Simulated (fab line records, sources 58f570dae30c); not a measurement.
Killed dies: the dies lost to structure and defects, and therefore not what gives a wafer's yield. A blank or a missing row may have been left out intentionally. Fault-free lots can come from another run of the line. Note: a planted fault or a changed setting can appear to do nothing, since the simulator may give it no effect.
Struck lot and sound lot, side by side | flow berkeley-cmos170 | 18 out of 331 route steps
Sound: wafers L221.1, L221.5, L221.6. Struck: wafers L226.1, L226.2, L226.5. At the end, the cause is stated.
Each step with rows lists, per side, the tool, then ch with its chambers, then its first start. Under that, the readings that differ: sound wafers | struck wafers | difference of the means | sigmas: that difference in standard deviations of wafers without a fault.
alike: words and numbers the same on both sides, and readings whose means are apart by under 2 such deviations; not compared: readings that were withheld, readings missing a value for some wafer, numbers with overlapping values and no deviation given by the record, and bounds like >300 which may hide the same value.
Wherever a step has rows on one side only, a row that says differs or no value, or a row with sigmas, the two part there. When numbers do not overlap yet have no deviation, they are printed without sigmas and do not part them. A reading missing from all wafers of one side parts the sides only when that side holds two or more wafers.

first, 2 steps without rows for these wafers: UCB170_NLDD_IMPLANT_08; UCB170_NLDD_IMPLANT_09.
UCB170_NLDD_STRIP_10: strips in O2.
  sound on plasma-asher-03 ch 0,1, day 9 18:23; struck on plasma-asher-02 ch 0,1, day 9 22:17
  alike: drypump-motor-current-A, oes-product-au, strip-time-to-endpoint-s
  not compared: rf-hours-counter-h
UCB170_NLDD_TW_MEAS_11:
  struck on film-metro-01, day 9 22:23; sound on film-metro-01, day 9 18:29
  alike: NLDD_TW
then, 1 step without rows for these wafers: UCB170_NLDD_CLEAN_12 (cleans in SPM, time 600 s).
UCB170_SPACER_CVD_00: deposits SiO2 from TEOS/O2, target thk 376 nm, time 47 s.
  sound on pecvd-04 ch 0,1,2, day 9 18:43; struck on pecvd-04 ch 0,2, day 9 22:37
  alike: heater-power-w
UCB170_SPACER_THK_MEAS_01:
  struck on film-metro-03, day 9 22:40; sound on film-metro-02, day 9 18:46
  alike: SPACER_TEOS_THK
then, 1 step without rows for these wafers: UCB170_SPACER_ANNEAL_02 (time 1800 s).
UCB170_SPACER_ETCHBACK_03: etches SiO2 in CHF3/CF4/Ar, stops on Si, target depth 376 nm, time 100 s.
  sound on rie-diel-02 ch 0,1,2, day 10 00:19; struck on rie-diel-02 ch 0,1, day 10 00:28
  alike: drypump-motor-current-A, oes-product-au, throttle-valve-pct
  not compared: rf-hours-counter-h
then, 3 steps without rows for these wafers: UCB170_PSD_HMDS_00 (prime time 60 s); UCB170_PSD_COAT_01 (resist thk 900 nm); UCB170_PSD_SOFTBAKE_02 (time 60 s).
UCB170_PSD_EXPOSE_03: exposes mask PSELECT MOD, target cd 1200 nm.
  sound on krf-scanner-02 ch 0, day 10 00:58; struck on krf-scanner-01 ch 0, day 10 01:49
  reading                     | sound             | struck            | difference | sigmas
  model.PSD.overlay-x-nm (nm) | 3.263 3.263 3.263 | 163.5 163.5 163.5 | +160.2     |
  alike: mask
then, 2 steps without rows for these wafers: UCB170_PSD_PEB_04; UCB170_PSD_DEVELOP_05 (develop time 45 s).
UCB170_PSD_CD_MEAS_06 targets a cd of 1200 nm.
  struck on cd-sem-01, day 10 02:22; sound on cd-sem-01, day 10 01:49
  alike: cd-nm
UCB170_PSD_OVL_MEAS_07:
  struck on overlay-01, day 10 02:41; sound on overlay-01, day 10 01:56
  reading      | sound | struck      | difference | sigmas
  PSD_OVL (nm) | 2 2 8 | 157 154 146 | +148       | +29
  not compared: hold
UCB170_M3_PROBE_99:
  sound wafers here have rows in the record (prober-01, day 11 15:01); struck ones have none

## WHERE THEY PART
Earliest at UCB170_PSD_OVL_MEAS_07; latest, in this record, at UCB170_M3_PROBE_99.

WHY: what had been put in by the simulator
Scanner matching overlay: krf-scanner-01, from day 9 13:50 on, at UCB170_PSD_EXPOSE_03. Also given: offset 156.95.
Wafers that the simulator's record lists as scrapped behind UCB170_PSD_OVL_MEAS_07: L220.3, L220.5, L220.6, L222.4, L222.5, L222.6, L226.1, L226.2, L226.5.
